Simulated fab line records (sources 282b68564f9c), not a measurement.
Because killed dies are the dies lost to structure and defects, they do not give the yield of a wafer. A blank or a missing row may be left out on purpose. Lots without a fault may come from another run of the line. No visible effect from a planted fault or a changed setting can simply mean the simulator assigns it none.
Split-lot trial ; flow ritCmos ; on a route of 202 steps: 5 lots, 23 wafers read

ABOUT THE SPLIT
At RIT_SDANNEAL_RTA_03 (time 5 s), the setting timeS was moved away from the recipe's 5 s on 7 of the 23 wafers read, by -7.9% to +9.8%. This setting was run at the recipe's value on the other wafers.

FROM THE SPLIT TO THE READING: what the file shows between them, 1 step
- RIT_SDANNEAL_RS_MEAS_04: measures by four-point-probe

THE READING
PLDD_RS (ohm/sq), read at RIT_SDANNEAL_RS_MEAS_06 with a four-point probe. Typical for fault-free wafers on this fab line: 176.5 ohm/sq, with standard deviation 0.41 ohm/sq.

wafer;tool, chamber at the split;timeS as run, s;against the recipe;PLDD_RS, ohm/sq;against lot-mates on the recipe
L074.1;rtpAnneal-02, 0;5;recipe;176.5;-
L074.2;rtpAnneal-02, 0;5;recipe;176.1;-
L074.4;rtpAnneal-02, 0;5;recipe;176.2;-
L074.5;rtpAnneal-02, 0;5.441;+8.8%;175.1;-1.2
L074.6;rtpAnneal-02, 0;5.441;+8.8%;174.7;-1.6
L075.1;rtpAnneal-01, 0;5;recipe;176.8;-
L075.3;rtpAnneal-01, 0;4.603;-7.9%;178.5;+1.5
L075.4;rtpAnneal-01, 0;4.603;-7.9%;177.6;+0.6
L075.5;rtpAnneal-01, 0;5;recipe;177.2;-
L075.6;rtpAnneal-01, 0;4.603;-7.9%;178.2;+1.2
L076.2;rtpAnneal-02, 0;5;recipe;177.3;-
L076.3;rtpAnneal-02, 0;5;recipe;177.3;-
L076.5;rtpAnneal-02, 0;5;recipe;177.0;-
L081.1;rtpAnneal-02, 0;5;recipe;176.6;-
L081.2;rtpAnneal-02, 0;5;recipe;176.1;-
L081.3;rtpAnneal-02, 0;5;recipe;175.8;-
L081.5;rtpAnneal-02, 0;5;recipe;176.7;-
L081.6;rtpAnneal-02, 0;5;recipe;176.7;-
L084.1;rtpAnneal-01, 0;5;recipe;176.4;-
L084.2;rtpAnneal-01, 0;5;recipe;176.4;-
L084.3;rtpAnneal-01, 0;5;recipe;176.7;-
L084.4;rtpAnneal-01, 0;5.489;+9.8%;175.0;-1.5
L084.6;rtpAnneal-01, 0;5.489;+9.8%;175.6;-0.9

THE FIT
A straight line over all 23 wafers: PLDD_RS changes by -0.171 ohm/sq for each +1% of timeS; r = -0.89; the points scatter about the line by 0.44 ohm/sq.
The same after taking each lot's own level away (the mean of its wafers on the recipe; 23 wafers): -0.138 ohm/sq for each +1%; r = -0.92; scatter 0.29 ohm/sq.
The reading moves by 1.3 ohm/sq for the largest change in timeS, on that fit.
Measured against the standard deviation above, the lots' own levels, which go from 176.27 to 177.20 ohm/sq, span 2.3 times it.
So the slope is not independent of the lot-to-lot level: the two fits are not the same.
Check: for one of the wafers moved furthest among these (+9.8%), held out of the fit, the line's prediction against its lot-mates is -1.31 ohm/sq. It came out at -1.5 ohm/sq against them.

ADDITIONAL SPLITS CARRIED BY THESE WAFERS
Note: prior to the reading, these wafers also went through further splits. Each is held against what the fit with the lots' levels taken away leaves over:
other split on the same wafers;wafers away from the commonest value;r with PLDD_RS (lot level and that fit taken away)
RIT_NLDD_SOFTBAKE_02 tempC;9;-0.27
RIT_SPACER_CVD_03 pressureMtorr;18;+0.11
RIT_NSD_SOFTBAKE_02 tempC;9;-0.16

THE WHOLE CHAIN: every reading that the file lists as answering this split, in the file's order
step;what it does;reading;change (the file's fit);r (the file's)
RIT_SDANNEAL_RS_MEAS_04;measures by four-point-probe;PSD_RS;-0.13 for each +1% of the setting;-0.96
RIT_SDANNEAL_RS_MEAS_06;measures by four-point-probe;PLDD_RS;-0.138 for each +1% of the setting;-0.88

FILE'S OWN FIT
PLDD_RS changes by -0.138 ohm/sq for each +1% of timeS, r = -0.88.
